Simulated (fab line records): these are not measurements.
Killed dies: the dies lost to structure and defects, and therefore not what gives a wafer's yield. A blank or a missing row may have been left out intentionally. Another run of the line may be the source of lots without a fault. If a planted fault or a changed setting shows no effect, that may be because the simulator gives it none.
A lot that was struck, set against a sound lot | flow berkeleyCmos170 | 36 out of 331 route steps
Sound: these wafers, L594.1, L594.2, L594.6. The struck wafers were L601.1, L601.3, L601.6. The cause is named last.
Per side, at each step with rows, come the tool, then ch with its chambers, and then its first start. Under that, the readings that differ: sound wafers | struck wafers | difference of the means | sigmas: that difference in standard deviations of wafers without a fault.
alike: readings with means less than 2 such deviations apart, plus words and numbers identical on both sides. not compared: withheld readings, readings lacking a value on some wafer, bounds such as >300 that could conceal the same value, and numbers that have no deviation in the record and whose values overlap.
The two part at a step that has a row with sigmas, a row that says differs or no value, or rows on one side only. Numbers that don't overlap but have no deviation are shown without sigmas and don't part them. A reading missing from all wafers of one side parts the sides only when that side holds two or more wafers.

UCB170_SPACER_CVD_00: deposits SiO2 from TEOS/O2, target thk 376 nm, time 47 s.
  sound on pecvd-04 ch 0,1,2, day 9 18:03; struck on pecvd-04 ch 0,1,2, day 11 08:07
  alike: heaterPowerW
UCB170_SPACER_THK_MEAS_01:
  sound: filmMetro-04 at day 9 18:05; struck: filmMetro-04 at day 11 08:10
  alike: SPACER_TEOS_THK
then, 8 steps without rows for these wafers: UCB170_SPACER_ANNEAL_02 (time 1800 s); UCB170_SPACER_ETCHBACK_03 (etches SiO2 in CHF3/CF4/Ar, stops on Si, target depth 376 nm, time 100 s); UCB170_PSD_HMDS_00 (prime time 60 s); UCB170_PSD_COAT_01 (resist thk 900 nm); UCB170_PSD_SOFTBAKE_02 (time 60 s); UCB170_PSD_EXPOSE_03 (exposes mask PSELECT MOD, target cd 1200 nm); UCB170_PSD_PEB_04; UCB170_PSD_DEVELOP_05 (develop time 45 s).
UCB170_PSD_CD_MEAS_06: the cd target is 1200 nm.
  sound: cdSem-01 at day 10 01:53; struck: cdSem-02 at day 11 11:37
reading   | sound                | struck               | difference | sigmas
cdNm (nm) | 1197.9 1198.0 1196.7 | 1200.8 1201.5 1201.6 | +3.8       | +2
UCB170_PSD_OVL_MEAS_07:
  sound: overlay-01 at day 10 02:00; struck: overlay-02 at day 11 11:44
  alike: PSD_OVL
UCB170_PSD_IMPLANT_08:
  sound on implanter-01 ch 0, day 10 02:02; struck on implanter-01 ch 0, day 11 11:46
reading                       | sound                         | struck                        | difference | sigmas
beamOnS (s)                   | 10.08 10.14 9.73              | 10.77 10.46 10.92             | +0.73      | +4
doseIonsCm2                   | 2.996e+15 2.999e+15 2.999e+15 | 5.302e+15 5.301e+15 5.302e+15 | +2.304e+15 | +99 or more
endStationPressureTorr (Torr) | 1.17e-05 1.29e-05 1.17e-05    | 1.59e-05 1.61e-05 1.71e-05    | +4.27e-06  | +6
faradayCurrentUA              | 9171 9141 9470                | 14896 15442 14780             | +5779      | +32
UCB170_PSD_STRIP_09: strips in O2.
  sound on plasmaAsher-02 ch 0,1, day 10 02:11; struck on plasmaAsher-01 ch 0, day 11 11:55
reading                  | sound             | struck            | difference | sigmas
oesProductAu (a.u.)      | 0.597 0.595 0.593 | 0.532 0.532 0.530 | -0.064     | -15
stripTimeToEndpointS (s) | 29.37 29.35 29.29 | 36.03 36.04 36.00 | +6.69      | +99 or more
  alike: drypumpMotorCurrentA
  not compared: rfHoursCounterH
UCB170_PSD_TW_MEAS_10:
  sound: filmMetro-02 at day 10 02:17; struck: filmMetro-01 at day 11 12:14
reading | sound          | struck         | difference | sigmas
PSD_TW  | 2308 2307 2298 | 2731 2740 2709 | +422       | +35
  not compared: hold
then, 6 steps without rows for these wafers: UCB170_NSD_HMDS_00 (prime time 60 s); UCB170_NSD_COAT_01 (resist thk 900 nm); UCB170_NSD_SOFTBAKE_02 (time 60 s); UCB170_NSD_EXPOSE_03 (exposes mask NSELECT MOD, target cd 1200 nm); UCB170_NSD_PEB_04; UCB170_NSD_DEVELOP_05 (develop time 45 s).
UCB170_NSD_CD_MEAS_06: the cd target is 1200 nm.
  sound: cdSem-01 at day 10 03:57; struck: cdSem-01 at day 11 17:32
  alike: cdNm
UCB170_NSD_OVL_MEAS_07:
  sound: overlay-01 at day 10 04:04; struck: overlay-01 at day 11 17:40
  alike: NSD_OVL
following that, these wafers have no rows for 1 step: UCB170_NSD_IMPLANT_08.
UCB170_NSD_STRIP_09: strips in O2.
  sound on plasmaAsher-01 ch 0,1, day 10 04:16; struck on plasmaAsher-01 ch 0,1, day 11 17:51
  alike: drypumpMotorCurrentA, oesProductAu, stripTimeToEndpointS
  not compared: rfHoursCounterH
UCB170_NSD_TW_MEAS_10:
  sound: filmMetro-03 at day 10 04:22; struck: filmMetro-01 at day 11 17:57
  alike: NSD_TW
then, 4 steps without rows for these wafers: UCB170_NSD_CLEAN_11 (cleans in SPM, time 600 s); UCB170_BACKSIDE_HMDS_00 (prime time 60 s); UCB170_BACKSIDE_COAT_01 (resist thk 900 nm); UCB170_BACKSIDE_SOFTBAKE_02 (time 60 s).
UCB170_BACKSIDE_STRIP_03: strips in O2.
  sound on plasmaAsher-01 ch 0,1, day 10 05:03; struck on plasmaAsher-03 ch 0,1, day 11 18:42
reading                  | sound             | struck            | difference | sigmas
stripTimeToEndpointS (s) | 22.36 22.33 22.32 | 22.21 22.20 22.20 | -0.13      | -2
  alike: drypumpMotorCurrentA, oesProductAu
  not compared: rfHoursCounterH
then, 1 step without rows for these wafers: UCB170_BACKSIDE_CLEAN_04 (cleans in SPM, time 600 s).
UCB170_SDANNEAL_RTA_00: time 10 s.
  sound on rtpAnneal-02 ch 0, day 10 05:19; struck on rtpAnneal-01 ch 0, day 11 19:07
reading          | sound          | struck         | difference | sigmas
lampPowerPct (%) | 25.4 25.5 25.4 | 26.3 26.4 26.3 | +0.9       | +2
  alike: wafer_temp_C_max
UCB170_SDANNEAL_RTA_01: time 5 s.
  sound on rtpAnneal-02 ch 0, day 10 05:23; struck on rtpAnneal-01 ch 0, day 11 19:11
reading          | sound                | struck               | difference | sigmas
wafer_temp_C_max | 1056.8 1061.1 1057.7 | 1053.8 1053.7 1053.9 | -4.7       | -2
  alike: lampPowerPct
UCB170_SDANNEAL_RS_MEAS_02: the measuring method here is four-point-probe.
  sound: filmMetro-03 at day 10 05:27; struck: filmMetro-03 at day 11 19:32
reading         | sound          | struck         | difference | sigmas
PSD_RS (ohm/sq) | 75.8 76.0 75.9 | 55.3 55.1 55.1 | -20.7      | -61
  not compared: hold
following that, these wafers have no rows for 1 step: UCB170_M3_PROBE_99.

== WHERE THEY PART ==
Last at UCB170_SDANNEAL_RS_MEAS_02 as far as this record goes, first at UCB170_PSD_CD_MEAS_06.

WHY: what the simulator had put in
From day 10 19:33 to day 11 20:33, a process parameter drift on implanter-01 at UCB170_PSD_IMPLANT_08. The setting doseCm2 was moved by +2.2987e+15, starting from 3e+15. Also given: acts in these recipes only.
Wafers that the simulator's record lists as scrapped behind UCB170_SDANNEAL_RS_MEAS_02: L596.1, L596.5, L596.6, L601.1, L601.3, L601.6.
